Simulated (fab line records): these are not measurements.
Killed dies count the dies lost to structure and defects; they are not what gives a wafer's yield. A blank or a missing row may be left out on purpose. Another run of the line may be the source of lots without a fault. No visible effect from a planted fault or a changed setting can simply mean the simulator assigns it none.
2 desks, one fault | flow rit cmos | every desk sees just its own numbers, and what lay behind them comes last

== AT THE TOOL OWNER'S DESK: litho track-03 ==
The tool's own readings at RIT_NWELL_COAT_01 (resist thk 1300 nm): means of the sampled wafers that have a number, for each lot that ran on this tool. The brackets show how far a lot's mean lies from the usual mean; more than 4 standard deviations puts the lot out of limits, marked OUT.
Columns: A = chill plate temp C at RIT_NWELL_COAT_01, usual 23.02 C
lot  | first seen here | A
L683 | day 2 04:16     | 23.04
L687 | day 2 23:57     | 22.89
L691 | day 3 13:49     | 23.01
L693 | day 3 22:39     | 22.94
L705 | day 6 17:29     | 22.97
Finding of this desk: none of the 5 lots has anything out of limits.

== THE METROLOGY DESK ==
Means of the sampled wafers that have a number, per lot and without regard to the tool the lot ran on: this is what the gauges read. The brackets show how far a lot's mean lies from the usual mean; more than 4 standard deviations puts the lot out of limits, marked OUT.
Columns: A = PWELL_TW at RIT_PWELL_TW_MEAS_10, usual 953
lot  | first seen here | A
L683 | day 2 07:32     | 950
L684 | day 2 09:15     | 951
L687 | day 3 03:05     | 955
L691 | day 3 16:43     | 2034 (+99 or more) OUT
L693 | day 4 01:49     | 2010 (+99 or more) OUT
L696 | day 4 17:23     | 943
L697 | day 4 23:24     | 948
L698 | day 5 03:09     | 937
L699 | day 5 08:19     | 952
L700 | day 5 13:47     | 963
L703 | day 6 05:37     | 945
L704 | day 6 13:05     | 945
L705 | day 6 20:28     | 958
L706 | day 7 01:53     | 958
This desk's result: L691, L693 out of limits, first on L691 (PWELL_TW at RIT_PWELL_TW_MEAS_10), day 3 16:43. L683, L684, L687, L696, L697, L698, L699, L700, L703, L704, L705, L706 stayed within limits.

== PUT TOGETHER ==
The metrology desk could have raised an alarm at day 3 16:43, on L691, L693.
The desk of the tool owner found nothing out of limits.
Tool owner's desk: L691, L693 on record, inside its limits.
Every lot named ran RIT_NWELL_COAT_01 on litho track-03.

== WHAT THE SIMULATOR HAD INSERTED ==
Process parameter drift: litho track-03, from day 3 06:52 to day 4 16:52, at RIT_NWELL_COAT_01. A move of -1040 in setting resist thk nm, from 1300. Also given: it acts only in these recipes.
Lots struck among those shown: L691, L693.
Hours from the fault's start to each desk's first reading out of limits: the metrology desk, 10.
